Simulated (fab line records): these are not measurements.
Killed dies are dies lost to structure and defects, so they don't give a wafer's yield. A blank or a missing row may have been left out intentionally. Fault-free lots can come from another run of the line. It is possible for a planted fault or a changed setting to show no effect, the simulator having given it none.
fab line records	flow rit_cmos
record: lots: 5	wafers: 15	last_day: 7
route steps=202 shown SDANNEAL@156 PSD@157 NSD@158 PLDD@159 NLDD@160 SILICIDE@161 CONTACT@168 M1@184
lots with no fault: from the same line, run without faults
start_h: hours from the record's opening day to when the first of the lot's shown wafers began	wait_h: how many hours have passed since the lot's step before this one	" identical to the entry in the row above	L1.1+2: a single row standing in for several wafers	- value missing, or start not given	* or withheld: withheld	< > ~ a bound
route shown NAME@n: NAME is a module with steps in the file, n the number in the route of the first one	usual: average and standard deviation across the fault-free wafers	same: alike in all rows	chamber/n: place in a boat	sites: the reading at each site	_std_site: the values' standard deviation	_edge_site: the outer-site mean with the inner-site mean subtracted	radius_mm: for every site, how far away it sits from the centre of the wafer	mask NAME#n: copy n	behind: the tool/chamber that last shaped the wafer	hold: why the lot was held/for how many hours/how that ended	device: the n, p or np transistor that did not switch	end of line: at the end of the route, the tests of the same wafers	a step given without rows: its recipe and nothing more	killed: dies that structure and defects cost at the first sort, which is not the same as the wafer's yield	map: shows each die of a wafer: x if killed, . if not, _ if none is there
set.NAME: the setting the step ran with; set.NAME@STEP: the setting that earlier step ran with	model.NAME: the simulator's own value behind a step, which no gauge read
lots at some steps of the route; a table a step, a row a wafer
services: from which hour (start_h, from the record's first day; less than 0 if before it) a tool's chamber was out of use, for how many hours, and why
== steps ==
step: RIT_SDANNEAL_RTA_03
recipe: temp_c: 1050	time_s: 5	idle_temp_c: 600	ramp_up_c_per_s: 342	ramp_down_c_per_s: 171	cool_to_c: 600	ambient: N2
step: RIT_SDANNEAL_RS_MEAS_04
recipe: thk_meas_gauge: four-point-probe
usual: PSD_RS: 115.93/0.3
lot.wafer	tool	chamber	start_h	wait_h	PSD_RS[ohm/sq]
L974.4	film_metro-01	-	96.01	0.1	116.19
L974.5	"	-	"	"	116.30
L974.6	"	-	"	"	116.35
L978.1	film_metro-01	-	111.91	0.0	115.95
L978.4	"	-	"	"	116.31
L978.5	"	-	"	"	116.14
L983.2	film_metro-01	-	134.72	0.1	115.72
L983.5	"	-	"	"	115.61
L983.6	"	-	"	"	115.80
L987.2	film_metro-04	-	156.25	0.1	116.29
L987.4	"	-	"	"	115.78
L987.5	"	-	"	"	116.00
L990.2	film_metro-02	-	169.39	0.1	115.45
L990.3	"	-	"	"	115.59
L990.6	"	-	"	"	115.85
step: RIT_SDANNEAL_RS_MEAS_05
recipe: thk_meas_gauge: four-point-probe
usual: NSD_RS: 84.6/0.33
lot.wafer	tool	chamber	start_h	wait_h	NSD_RS[ohm/sq]
L974.4	film_metro-01	-	96.13	0.1	84.4
L974.5	"	-	"	"	84.6
L974.6	"	-	"	"	84.2
L978.1	film_metro-01	-	112.03	0.1	85.0
L978.4	"	-	"	"	84.7
L978.5	"	-	"	"	84.8
L983.2	film_metro-01	-	134.84	0.1	85.2
L983.5	"	-	"	"	85.0
L983.6	"	-	"	"	85.1
L987.2	film_metro-04	-	156.37	0.1	84.5
L987.4	"	-	"	"	84.6
L987.5	"	-	"	"	84.7
L990.2	film_metro-02	-	169.51	0.1	84.0
L990.3	"	-	"	"	83.9
L990.6	"	-	"	"	84.1
step: RIT_SDANNEAL_RS_MEAS_06
recipe: thk_meas_gauge: four-point-probe
usual: PLDD_RS: 178.6/0.53
lot.wafer	tool	chamber	start_h	wait_h	PLDD_RS[ohm/sq]
L974.4	film_metro-01	-	96.25	0.1	178.9
L974.5	"	-	"	"	179.3
L974.6	"	-	"	"	178.8
L978.1	film_metro-01	-	112.15	0.1	179.2
L978.4	"	-	"	"	178.6
L978.5	"	-	"	"	178.4
L983.2	film_metro-01	-	134.96	0.1	178.8
L983.5	"	-	"	"	179.4
L983.6	"	-	"	"	178.9
L987.2	film_metro-04	-	156.49	0.1	178.6
L987.4	"	-	"	"	178.7
L987.5	"	-	"	"	178.5
L990.2	film_metro-02	-	169.63	0.1	177.9
L990.3	"	-	"	"	178.2
L990.6	"	-	"	"	178.2
step: RIT_SDANNEAL_RS_MEAS_07
recipe: thk_meas_gauge: four-point-probe
usual: NLDD_RS: 151.6/0.54
lot.wafer	tool	chamber	start_h	wait_h	NLDD_RS[ohm/sq]
L974.4	film_metro-01	-	96.37	0.1	152.0
L974.5	"	-	"	"	151.4
L974.6	"	-	"	"	151.9
L978.1	film_metro-01	-	112.27	0.1	151.1
L978.4	"	-	"	"	151.6
L978.5	"	-	"	"	151.4
L983.2	film_metro-01	-	135.08	0.1	152.4
L983.5	"	-	"	"	152.1
L983.6	"	-	"	"	151.4
L987.2	film_metro-04	-	156.61	0.1	151.1
L987.4	"	-	"	"	152.0
L987.5	"	-	"	"	150.9
L990.2	film_metro-02	-	169.75	0.1	152.3
L990.3	"	-	"	"	151.3
L990.6	"	-	"	"	151.6
step: RIT_SILICIDE_WET_ETCH_00
recipe: chemistry: BOE	target: SiO2	target_depth_nm: 14	time_s: 15	dry: n2_spin	dilution: 10:1	temp_c: 21.5
step: RIT_SILICIDE_SPUTTER_01
recipe: material: Ti	target_thk_nm: 30	power_w: 350	chamber_pressure_pa: 0.667	gas: Ar	time_s: 240	substrate_temp_c: 25
usual: throttle_valve_pct: 30.2/1.1
lot.wafer	tool	chamber	start_h	wait_h	throttle_valve_pct
L974.4	pvd_sputter-03	-	96.52	0.1	29.7
L974.5	"	-	"	"	28.4
L974.6	"	-	"	"	31.1
L978.1	pvd_sputter-03	-	112.40	0.0	29.3
L978.4	"	-	"	"	31.0
L978.5	"	-	"	"	32.1
L983.2	pvd_sputter-03	-	135.19	0.0	31.2
L983.5	"	-	"	"	32.0
L983.6	"	-	"	"	31.1
L987.2	pvd_sputter-04	-	156.72	0.0	29.2
L987.4	"	-	"	"	29.8
L987.5	"	-	"	"	30.5
L990.2	pvd_sputter-03	-	169.86	0.0	32.1
L990.3	"	-	"	"	29.6
L990.6	"	-	"	"	32.2
step: RIT_SILICIDE_RS_MEAS_02
recipe: thk_meas_gauge: four-point-probe	reads: Ti_of_SILICIDE_SPUTTER_01
usual: SILICIDE_TI_RS: 47.7/0.72
lot.wafer	tool	chamber	start_h	wait_h	SILICIDE_TI_RS[ohm/sq]
L974.4	film_metro-02	-	96.65	0.1	48.1
L974.5	"	-	"	"	47.1
L974.6	"	-	"	"	46.9
L978.1	film_metro-04	-	112.55	0.1	47.2
L978.4	"	-	"	"	46.9
L978.5	"	-	"	"	47.7
L983.2	film_metro-02	-	135.36	0.1	48.4
L983.5	"	-	"	"	49.5
L983.6	"	-	"	"	48.2
L987.2	film_metro-02	-	156.89	0.1	47.3
L987.4	"	-	"	"	47.6
L987.5	"	-	"	"	47.5
L990.2	film_metro-03	-	170.03	0.1	47.9
L990.3	"	-	"	"	47.6
L990.6	"	-	"	"	48.4
step: RIT_SILICIDE_THK_MEAS_03
recipe: thk_meas_gauge: xrf	reads: Ti_of_SILICIDE_SPUTTER_01
usual: SILICIDE_TI_THK: 29.6/0.39
lot.wafer	tool	chamber	start_h	wait_h	SILICIDE_TI_THK[nm]
L974.4	film_metro-02	-	96.74	0.1	29.4
L974.5	"	-	"	"	29.8
L974.6	"	-	"	"	30.1
L978.1	film_metro-04	-	112.67	0.1	30.1
L978.4	"	-	"	"	30.1
L978.5	"	-	"	"	29.7
L983.2	film_metro-02	-	135.47	0.1	29.2
L983.5	"	-	"	"	28.7
L983.6	"	-	"	"	29.2
L987.2	film_metro-02	-	157.00	0.1	29.7
L987.4	"	-	"	"	29.5
L987.5	"	-	"	"	29.7
L990.2	film_metro-03	-	170.14	0.1	29.4
L990.3	"	-	"	"	29.9
L990.6	"	-	"	"	29.4
step: RIT_SILICIDE_RTA_04
recipe: temp_c: 650	time_s: 10	idle_temp_c: 25	ramp_up_s: 5	ramp_down_s: 5	cool_to_c: 25	ambient: N2
usual: wafer_temp_C_max: 652.2/0.52
lot.wafer	tool	chamber	start_h	wait_h	wafer_temp_C_max
L974.4	rtp_anneal-02	0	96.81	0.1	652.4
L974.5	"	0	"	"	651.8
L974.6	"	0	"	"	652.3
L978.1	rtp_anneal-02	0	112.73	0.1	652.4
L978.4	"	0	"	"	652.6
L978.5	"	0	"	"	653.1
L983.2	rtp_anneal-01	0	135.53	0.1	652.6
L983.5	"	0	"	"	652.3
L983.6	"	0	"	"	651.7
L987.2	rtp_anneal-01	0	157.06	0.1	651.7
L987.4	"	0	"	"	651.4
L987.5	"	0	"	"	652.2
L990.2	rtp_anneal-02	0	170.20	0.1	652.4
L990.3	"	0	"	"	652.7
L990.6	"	0	"	"	653.2
step: RIT_SILICIDE_WET_ETCH_05
recipe: chemistry: SPM	target: Ti	temp_c: 90	time_s: 120	dry: n2_spin
step: RIT_SILICIDE_RTA_06
recipe: temp_c: 750	time_s: 10	idle_temp_c: 25	ramp_up_s: 5	ramp_down_s: 10	cool_to_c: 25	ambient: N2
usual: wafer_temp_C_max: 752.5/0.6
lot.wafer	tool	chamber	start_h	wait_h	wafer_temp_C_max
L974.4	rtp_anneal-01	0	96.92	0.0	753.2
L974.5	"	0	"	"	752.7
L974.6	"	0	"	"	751.9
L978.1	rtp_anneal-01	0	112.84	0.0	752.8
L978.4	"	0	"	"	752.1
L978.5	"	0	"	"	752.1
L983.2	rtp_anneal-02	0	135.64	0.0	753.0
L983.5	"	0	"	"	753.5
L983.6	"	0	"	"	753.2
L987.2	rtp_anneal-02	0	157.17	0.0	752.6
L987.4	"	0	"	"	752.6
L987.5	"	0	"	"	752.4
L990.2	rtp_anneal-01	0	170.31	0.0	751.9
L990.3	"	0	"	"	751.8
L990.6	"	0	"	"	751.9
step: RIT_CONTACT_CVD_00
recipe: material: SiO2	target_thk_nm: 400	precursor: TEOS	temp_c: 390	time_s: 61	rf_w: 400
usual: heater_power_w: 313/45
lot.wafer	tool	chamber	start_h	wait_h	heater_power_w	model.SiO2_of_CONTACT_CVD_00.thk_nm
L974.4	pecvd-02	1	96.97	0.0	284	394.3
L974.5	"	0	"	"	357	400.3
L974.6	"	2	"	"	265	395.1
L978.1	pecvd-01	2	112.90	0.1	316	395.5
L978.4	"	1	"	"	254	391.9
L978.5	"	2	"	"	315	397.9
L983.2	pecvd-02	0	135.69	0.0	374	392.9
L983.5	"	2	"	"	287	421.4
L983.6	"	0	"	"	379	401.5
L987.2	pecvd-01	1	157.23	0.0	269	399
L987.4	"	0	"	"	312	404.9
L987.5	"	2	"	"	306	408.7
L990.2	pecvd-01	0	170.36	0.0	251	394.1
L990.3	"	1	"	"	271	397.5
L990.6	"	2	"	"	317	407.8
step: RIT_CONTACT_THK_MEAS_01
recipe: reads: SiO2_of_CONTACT_CVD_00
usual: CONTACT_TEOS_THK: 399/4.7
lot.wafer	tool	chamber	start_h	wait_h	CONTACT_TEOS_THK[nm]
L974.4	film_metro-04	-	97.03	0.0	394
L974.5	"	-	"	"	400
L974.6	"	-	"	"	395
L978.1	film_metro-03	-	112.96	0.0	395
L978.4	"	-	"	"	392
L978.5	"	-	"	"	398
L983.2	film_metro-03	-	135.76	0.0	393
L983.5	"	-	"	"	421
L983.6	"	-	"	"	402
L987.2	film_metro-03	-	157.29	0.0	399
L987.4	"	-	"	"	405
L987.5	"	-	"	"	408
L990.2	film_metro-03	-	170.42	0.0	394
L990.3	"	-	"	"	398
L990.6	"	-	"	"	408
step: RIT_CONTACT_HMDS_02
recipe: prime_time_s: 60	prime_temp_c: 140
step: RIT_CONTACT_COAT_03
recipe: resist: NOVOLAK	spin_rpm: 3250	resist_thk_nm: 1000
step: RIT_CONTACT_SOFTBAKE_04
recipe: resist: NOVOLAK	temp_c: 90	time_s: 60
step: RIT_CONTACT_EXPOSE_05
recipe: mask_id: M11	na: 0.6	source_shape: conventional	sigma_outer: 0.5	target_cd_nm: 1000	dose_mj: 250
step: RIT_CONTACT_PEB_06
recipe: resist: NOVOLAK	temp_c: withheld	time_s: withheld
step: RIT_CONTACT_DEVELOP_07
recipe: resist: NOVOLAK	develop_time_s: 120	dev_temp_c: 23
step: RIT_CONTACT_CD_MEAS_08
recipe: target_cd_nm: 1000
usual: cd_nm: 1000.1/1.9
lot.wafer	tool	chamber	start_h	wait_h	cd_nm
L974.4	cd_sem-02	-	98.23	-	999.4
L974.5	"	-	"	"	1001.2
L974.6	"	-	"	"	1000.5
L978.1	cd_sem-02	-	114.16	-	1001.0
L978.4	"	-	"	"	1000.4
L978.5	"	-	"	"	1000.0
L983.2	cd_sem-01	-	136.92	-	1003.4
L983.5	"	-	"	"	1003.2
L983.6	"	-	"	"	1001.9
L987.2	cd_sem-01	-	158.32	-	998.1
L987.4	"	-	"	"	998.8
L987.5	"	-	"	"	998.6
L990.2	cd_sem-02	-	171.72	-	996.8
L990.3	"	-	"	"	996.1
L990.6	"	-	"	"	995.9
step: RIT_CONTACT_OVL_MEAS_09
usual: CONTACT_OVL: 0.7/1.2
lot.wafer	tool	chamber	start_h	wait_h	CONTACT_OVL[nm]
L974.4	overlay-02	-	98.31	0.1	-0.7
L974.5	"	-	"	"	-0.1
L974.6	"	-	"	"	-0.6
L978.1	overlay-02	-	114.28	0.1	0.2
L978.4	"	-	"	"	2.1
L978.5	"	-	"	"	1.1
L983.2	overlay-02	-	137.02	0.1	-1.1
L983.5	"	-	"	"	-1.0
L983.6	"	-	"	"	-1.0
L987.2	overlay-01	-	158.43	0.1	2.2
L987.4	"	-	"	"	2.4
L987.5	"	-	"	"	2.8
L990.2	overlay-01	-	171.83	0.1	0.0
L990.3	"	-	"	"	0.6
L990.6	"	-	"	"	0.1
step: RIT_CONTACT_HARDBAKE_10
recipe: resist: NOVOLAK	temp_c: 140	time_s: 60
step: RIT_CONTACT_ETCH_11
recipe: target_depth_a: 4800	over_etch_frac: 0.2	stop_on: TiSi2	chemistry: CHF3/CF4/Ar	target: SiO2	CHF3_flow_sccm: 50	cf4_flow_sccm: 10	Ar_flow_sccm: 100	O2_flow_sccm: 5	pressure_mtorr: 100	rf_w: 200	time_s: 320
usual: O2_flow_sccm: 5.002/0.014	drypump_motor_current_A: 5.8/0.36	oes_product_au: 0.995/0.016	throttle_valve_pct: 8.90/0.1
lot.wafer	tool	chamber	start_h	wait_h	O2_flow_sccm	drypump_motor_current_A	oes_product_au	rf_hours_counter_h	throttle_valve_pct	model.etch.depth_nm	model.CONTACT.feature_depth_nm
L974.4	rie_diel-03	1	98.48	0.1	5.038	5.4	0.955	160	8.67	394.3	394.3
L974.5	"	0	"	"	4.974	5.8	0.987	-	8.84	400.3	400.3
L974.6	"	3	"	"	4.999	5.8	1.005	-	8.84	395.1	395.1
L978.1	rie_diel-02	0	114.47	0.1	4.986	6.3	0.962	1	8.95	395.5	395.5
L978.4	"	1	"	"	4.997	5.8	0.986	88	9.07	391.9	391.9
L978.5	"	2	"	"	4.986	5.5	0.973	-	8.93	397.9	397.9
L983.2	rie_diel-02	2	137.20	0.1	5.005	5.5	0.979	120	8.94	392.9	392.9
L983.5	"	1	"	"	4.988	5.8	0.995	-	9.05	421.4	421.4
L983.6	"	2	"	"	5.002	5.5	0.973	-	8.92	401.5	401.5
L987.2	rie_diel-03	2	158.61	0.1	4.994	5.9	0.987	8	8.81	399	399
L987.4	"	1	"	"	5.021	5.4	0.985	0	8.66	404.9	404.9
L987.5	"	0	"	"	5.011	5.8	0.985	-	8.84	408.7	408.7
L990.2	rie_diel-01	2	172.01	0.1	4.980	6.5	0.986	145	9.05	394.1	394.1
L990.3	"	3	"	"	4.994	5.2	1.007	8	8.95	397.5	397.5
L990.6	"	2	"	"	4.985	6.5	0.987	-	9.07	407.8	407.8
step: RIT_CONTACT_STRIP_12
recipe: chemistry: O2	time_s: 180	resist: NOVOLAK	platen_temp_c: withheld	power_w: 500	pressure_mtorr: 4000	o2_flow_sccm: 4000
usual: drypump_motor_current_A: 5.7/0.31
lot.wafer	tool	chamber	start_h	wait_h	drypump_motor_current_A	rf_hours_counter_h
L974.4	plasma_asher-02	0	98.73	0.2	5.6	-
L974.5	"	0	"	"	5.6	-
L974.6	"	1	"	"	5.7	-
L978.1	plasma_asher-02	0	114.67	0.1	5.6	50
L978.4	"	0	"	"	5.6	-
L978.5	"	0	"	"	5.6	-
L983.2	plasma_asher-02	0	137.40	0.1	5.6	52
L983.5	"	1	"	"	5.8	-
L983.6	"	0	"	"	5.6	-
L987.2	plasma_asher-04	1	158.80	0.1	6.5	4
L987.4	"	1	"	"	6.4	-
L987.5	"	1	"	"	6.5	-
L990.2	plasma_asher-02	0	172.20	0.1	5.6	55
L990.3	"	1	"	"	5.8	-
L990.6	"	0	"	"	5.6	-
step: RIT_CONTACT_CD_MEAS_90
recipe: target_cd_nm: 1000
usual: cd_nm: 1000.2/2
lot.wafer	tool	chamber	start_h	wait_h	cd_nm
L974.4	cd_sem-02	-	98.91	0.1	999.8
L974.5	"	-	"	"	1001.1
L974.6	"	-	"	"	1000.7
L978.1	cd_sem-02	-	114.84	0.1	1000.2
L978.4	"	-	"	"	1000.9
L978.5	"	-	"	"	999.9
L983.2	cd_sem-02	-	137.59	0.1	1004.1
L983.5	"	-	"	"	1003.7
L983.6	"	-	"	"	1002.6
L987.2	cd_sem-01	-	159.00	0.1	998.7
L987.4	"	-	"	"	999.5
L987.5	"	-	"	"	998.3
L990.2	cd_sem-01	-	172.40	0.1	996.9
L990.3	"	-	"	"	995.5
L990.6	"	-	"	"	996.3
step: RIT_CONTACT_CLEAN_13
recipe: chemistry: SC1	mix: 3:3:50	time_s: 600	temp_c: 75
step: RIT_CONTACT_CLEAN_14
recipe: chemistry: SC2	mix: 3:3:50	time_s: 600	temp_c: 75	dry: n2_spin
step: RIT_M1_SPUTTER_00
recipe: material: Al	target_thk_nm: 400	power_w: 2000	chamber_pressure_pa: 0.4	gas: Ar	time_s: 500	substrate_temp_c: 25
usual: throttle_valve_pct: 30.2/1
lot.wafer	tool	chamber	start_h	wait_h	throttle_valve_pct
L974.4	pvd_sputter-04	-	99.32	0.0	30.1
L974.5	"	-	"	"	30.5
L974.6	"	-	"	"	31.3
L978.1	pvd_sputter-02	-	115.31	0.0	29.3
L978.4	"	-	"	"	31.8
L978.5	"	-	"	"	30.2
L983.2	pvd_sputter-01	-	138.04	0.0	31.1
L983.5	"	-	"	"	31.4
L983.6	"	-	"	"	29.3
L987.2	pvd_sputter-01	-	159.46	0.0	30.5
L987.4	"	-	"	"	29.2
L987.5	"	-	"	"	29.4
L990.2	pvd_sputter-04	-	172.85	0.0	30.1
L990.3	"	-	"	"	30.5
L990.6	"	-	"	"	29.0
step: RIT_M1_RS_MEAS_01
recipe: thk_meas_gauge: four-point-probe	reads: Al_of_M1_SPUTTER_00
usual: M1_AL_RS: 0.0737/0.00072
lot.wafer	tool	chamber	start_h	wait_h	M1_AL_RS[ohm/sq]
L974.4	film_metro-02	-	99.67	0.2	0.0731
L974.5	"	-	"	"	0.0742
L974.6	"	-	"	"	0.0737
L978.1	film_metro-02	-	115.60	0.1	0.0740
L978.4	"	-	"	"	0.0741
L978.5	"	-	"	"	0.0744
L983.2	film_metro-04	-	138.36	0.2	0.0731
L983.5	"	-	"	"	0.0733
L983.6	"	-	"	"	0.0727
L987.2	film_metro-02	-	159.78	0.2	0.0736
L987.4	"	-	"	"	0.0734
L987.5	"	-	"	"	0.0738
L990.2	film_metro-04	-	173.16	0.2	0.0733
L990.3	"	-	"	"	0.0748
L990.6	"	-	"	"	0.0743
step: RIT_M1_THK_MEAS_02
recipe: thk_meas_gauge: xrf	reads: Al_of_M1_SPUTTER_00
usual: M1_AL_THK: 396/4.8
lot.wafer	tool	chamber	start_h	wait_h	M1_AL_THK[nm]
L974.4	film_metro-02	-	99.76	0.1	397
L974.5	"	-	"	"	389
L974.6	"	-	"	"	393
L978.1	film_metro-02	-	115.72	0.1	391
L978.4	"	-	"	"	392
L978.5	"	-	"	"	390
L983.2	film_metro-04	-	138.47	0.1	400
L983.5	"	-	"	"	403
L983.6	"	-	"	"	404
L987.2	film_metro-02	-	159.89	0.1	390
L987.4	"	-	"	"	394
L987.5	"	-	"	"	393
L990.2	film_metro-04	-	173.27	0.1	400
L990.3	"	-	"	"	393
L990.6	"	-	"	"	395
step: RIT_M1_HMDS_03
recipe: prime_time_s: 60	prime_temp_c: 140
step: RIT_M1_COAT_04
recipe: resist: NOVOLAK	spin_rpm: 2000	resist_thk_nm: 1300
step: RIT_M1_SOFTBAKE_05
recipe: resist: NOVOLAK	temp_c: 90	time_s: 60
step: RIT_M1_EXPOSE_06
recipe: mask_id: M12	na: 0.6	source_shape: conventional	sigma_outer: 0.5	target_cd_nm: 2600	dose_mj: 250
step: RIT_M1_PEB_07
recipe: resist: NOVOLAK	temp_c: withheld	time_s: withheld
step: RIT_M1_DEVELOP_08
recipe: resist: NOVOLAK	develop_time_s: 68	dev_temp_c: 23
step: RIT_M1_CD_MEAS_09
recipe: target_cd_nm: 2600
usual: cd_nm: 2599.4/2.2
lot.wafer	tool	chamber	start_h	wait_h	cd_nm
L974.4	cd_sem-02	-	100.89	-	2600.5
L974.5	"	-	"	"	2598.6
L974.6	"	-	"	"	2599.9
L978.1	cd_sem-02	-	116.79	-	2596.3
L978.4	"	-	"	"	2597.9
L978.5	"	-	"	"	2597.4
L983.2	cd_sem-01	-	139.46	-	2600.3
L983.5	"	-	"	"	2601.8
L983.6	"	-	"	"	2600.2
L987.2	cd_sem-02	-	160.84	-	2598.3
L987.4	"	-	"	"	2596.0
L987.5	"	-	"	"	2596.7
L990.2	cd_sem-02	-	174.22	-	2600.7
L990.3	"	-	"	"	2598.6
L990.6	"	-	"	"	2601.6
step: RIT_M1_OVL_MEAS_10
usual: M1_OVL: 1.0/1.5
lot.wafer	tool	chamber	start_h	wait_h	M1_OVL[nm]
L974.4	overlay-01	-	100.97	0.1	-0.5
L974.5	"	-	"	"	-1.2
L974.6	"	-	"	"	-1.7
L978.1	overlay-01	-	116.91	0.1	3.5
L978.4	"	-	"	"	3.3
L978.5	"	-	"	"	3.7
L983.2	overlay-02	-	139.57	0.1	1.7
L983.5	"	-	"	"	1.5
L983.6	"	-	"	"	-0.6
L987.2	overlay-01	-	160.95	0.1	-0.8
L987.4	"	-	"	"	-0.4
L987.5	"	-	"	"	0.5
L990.2	overlay-02	-	174.33	0.1	3.2
L990.3	"	-	"	"	1.3
L990.6	"	-	"	"	-0.2
step: RIT_M1_HARDBAKE_11
recipe: resist: NOVOLAK	temp_c: 140	time_s: 120
step: RIT_M1_METAL_ETCH_12
recipe: stop_on: SiO2	chemistry: Cl2/BCl3	target: Al	time_s: 165	over_etch_frac: 0.5	pressure_mtorr: 100	target_depth_a: 6000	rf_w: 250	Cl2_flow_sccm: 60	bcl3_flow_sccm: 50
usual: drypump_motor_current_A: 6.1/0.36	oes_product_au: 0.774/0.015	throttle_valve_pct: 8.24/0.079
lot.wafer	tool	chamber	start_h	wait_h	drypump_motor_current_A	oes_product_au	rf_hours_counter_h	throttle_valve_pct	model.SiO2_of_CONTACT_CVD_00.thk_nm
L974.4	rie_metal-03	1	101.29	0.1	6.4	0.766	-	8.22	356.7
L974.5	"	0	"	"	6.3	0.783	-	8.36	362.5
L974.6	"	1	"	"	6.4	0.769	-	8.23	357.6
L978.1	rie_metal-01	1	117.33	0.2	5.4	0.788	1	8.24	357.3
L978.4	"	0	"	"	5.8	0.793	-	8.33	355.4
L978.5	"	0	"	"	5.8	0.784	-	8.34	361.7
L983.2	rie_metal-01	1	139.85	0.2	5.4	0.791	1	8.24	354.6
L983.5	"	0	"	"	5.7	0.800	-	8.33	384.8
L983.6	"	1	"	"	5.4	0.799	-	8.24	363.2
L987.2	rie_metal-03	0	161.23	0.2	6.3	0.754	0	8.36	360.4
L987.4	"	0	"	"	6.3	0.772	-	8.36	366.6
L987.5	"	1	"	"	6.4	0.758	-	8.20	371.2
L990.2	rie_metal-03	1	174.61	0.2	6.4	0.766	0	8.20	356.8
L990.3	"	1	"	"	6.4	0.761	-	8.21	360
L990.6	"	1	"	"	6.4	0.754	-	8.23	370.4
step: RIT_M1_STRIP_13
recipe: chemistry: nmp	resist: NOVOLAK	temp_c: 80	time_s: 600	dry: n2_spin
step: RIT_M1_PROBE_99
usual: killed_at_contacts: 0.1/0.25	killed_at_front_end: 6.8/2.7	killed_dies: 6.8/2.7	killed_open: 3.4/1.8	killed_short: 3.5/1.7
same: gross_dies: 264	killed_at_M0_to_M3: 0	killed_at_M4_up: 0	killed_at_back_side: 0	killed_at_other: 0
lot.wafer	tool	chamber	start_h	wait_h	killed_at_contacts	killed_at_front_end	killed_dies	killed_open	killed_short
L974.4	prober-01	-	127.45	0.2	0	7	7	5	2
L974.5	prober-01	-	127.50	0.2	0	5	5	3	2
L974.6	prober-01	-	127.55	0.2	0	6	6	4	2
L978.1	prober-01	-	127.90	0.7	1	7	8	4	4
L978.4	prober-01	-	128.05	0.8	0	4	4	0	4
L978.5	prober-01	-	128.10	0.8	1	7	8	2	6
L983.2	prober-01	-	142.15	0.1	0	1	1	0	1
L983.5	prober-01	-	142.30	0.2	0	5	5	1	4
L983.6	prober-01	-	142.35	0.2	0	5	5	2	3
L987.2	prober-01	-	163.53	0.1	1	10	11	5	6
L987.4	prober-01	-	163.63	0.2	0	4	4	2	2
L987.5	prober-01	-	163.68	0.2	0	3	3	1	2
L990.2	prober-02	-	176.93	0.1	0	6	6	6	0
L990.3	prober-02	-	176.98	0.2	0	5	5	1	4
L990.6	prober-02	-	177.13	0.2	0	9	9	7	2
killed by level:class
L974.4 FOX1:geometric_particle:open=2 REOX:geometric_particle:open=2 FOX2:geometric_particle:open=1 FOX2:geometric_particle:short=1 REOX:geometric_particle:short=1
L974.5 REOX:geometric_particle:open=2 FOX1:geometric_particle:short=1 FOX1:geometric_particle:open=1 REOX:geometric_particle:short=1
L974.6 GATE:geometric_particle:open=2 FOX1:geometric_particle:open=1 REOX:geometric_particle:open=1 SPACER:geometric_particle:short=1 SILICIDE:geometric_particle:short=1
L978.1 REOX:geometric_particle:open=3 GATE:geometric_particle:short=1 GATE:geometric_particle:open=1 REOX:geometric_particle:short=1 SILICIDE:geometric_particle:short=1 CONTACT:geometric_particle:short=1
L978.4 GATE:geometric_particle:short=3 REOX:geometric_particle:short=1
L978.5 SPACER:geometric_particle:short=2 SILICIDE:geometric_particle:short=2 FOX1:geometric_particle:short=1 GATE:geometric_particle:open=1 REOX:geometric_particle:short=1 CONTACT:geometric_particle:open=1
L983.2 SPACER:geometric_particle:short=1
L983.5 GATE:geometric_particle:short=3 GATE:geometric_particle:open=1 SILICIDE:geometric_particle:short=1
L983.6 GATE:geometric_particle:open=2 GATE:geometric_particle:short=1 REOX:geometric_particle:short=1 SILICIDE:geometric_particle:short=1
L987.2 GATE:geometric_particle:short=3 GATE:geometric_particle:open=2 FOX1:geometric_particle:short=1 FOX1:geometric_particle:open=1 FOX2:geometric_particle:short=1 REOX:geometric_particle:short=1 SILICIDE:geometric_particle:open=1 CONTACT:geometric_particle:open=1
L987.4 GATE:geometric_particle:short=1 REOX:geometric_particle:open=1 REOX:geometric_particle:short=1 SILICIDE:geometric_particle:open=1
L987.5 FOX1:geometric_particle:short=1 GATE:geometric_particle:short=1 SILICIDE:geometric_particle:open=1
L990.2 SPACER:geometric_particle:open=2 SILICIDE:geometric_particle:open=2 FOX2:geometric_particle:open=1 GATE:geometric_particle:open=1
L990.3 REOX:geometric_particle:short=3 SILICIDE:geometric_particle:short=1 SILICIDE:geometric_particle:open=1
L990.6 GATE:geometric_particle:open=2 REOX:geometric_particle:short=2 FOX1:geometric_particle:open=1 FOX2:geometric_particle:open=1 REOX:geometric_particle:open=1 SPACER:geometric_particle:open=1 SILICIDE:geometric_particle:open=1
== services ==
tool	chamber	start_h	hours	kind
plasma_asher-04	-	78.79	21.3	repair
pvd_sputter-04	-	87.40	3.9	repair
rie_diel-02	0	90.66	1.9	repair
rie_diel-01	3	95.37	2.0	repair
pvd_sputter-04	-	100.84	0.8	repair
rie_diel-01	1	107.04	16.2	repair
plasma_asher-04	-	108.75	9.0	pm
rie_metal-03	-	124.72	1.1	repair
plasma_asher-02	-	126.35	4.3	pm
pvd_sputter-02	-	129.59	12.5	repair
rie_diel-02	-	132.06	2.8	pm
rie_diel-02	0	135.72	15.4	repair
rie_metal-03	-	136.12	20.0	pm
rie_metal-03	0	136.12	20.0	vent_cycle
rie_metal-03	1	136.12	20.0	vent_cycle
pvd_sputter-03	-	139.66	2.1	repair
pvd_sputter-02	-	142.72	5.9	repair
pvd_sputter-03	-	148.31	17.6	repair
rie_metal-03	0	156.12	-	clean
rie_metal-03	1	156.12	-	clean
rie_diel-03	-	163.90	0.6	repair
rie_diel-03	0	164.78	6.3	repair
rie_diel-03	-	168.30	0.4	repair
rie_diel-01	1	171.50	2.0	repair
== key ==
first_sign: step: RIT_CONTACT_THK_MEAS_01	reading: CONTACT_TEOS_THK	direction: up	sigmas: 4.8	usual: 399	struck: 421
effect none on later readings
model_effect: step: RIT_CONTACT_CVD_00	value: SiO2_of_CONTACT_CVD_00.thk_nm	without: 405.2	struck: 421.4
model_effect: step: RIT_CONTACT_ETCH_11	value: etch.depth_nm	without: 405.2	struck: 421.4
model_effect: step: RIT_M1_METAL_ETCH_12	value: SiO2_of_CONTACT_CVD_00.thk_nm	without: 368.6	struck: 384.8
met_at RIT_CONTACT_CVD_00
struck_wafers L983.5
tester_left_out L983
onset_between 96.97 135.69
fault: kind: process_parameter_drift	tool: pecvd-02	chamber: 2	onset_h: 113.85	steps: RIT_CONTACT_CVD_00	channel: time_s	offset: *	shape: step	end_h: 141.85	stated: *
tester_left_out: of these lots the tester's yield and bins aren't shown, on N5 and GAA mostly nor the transistor test; their killed dies are dies lost to structure and defects alone, not to doping, threshold or leakage, so they don't give the yield
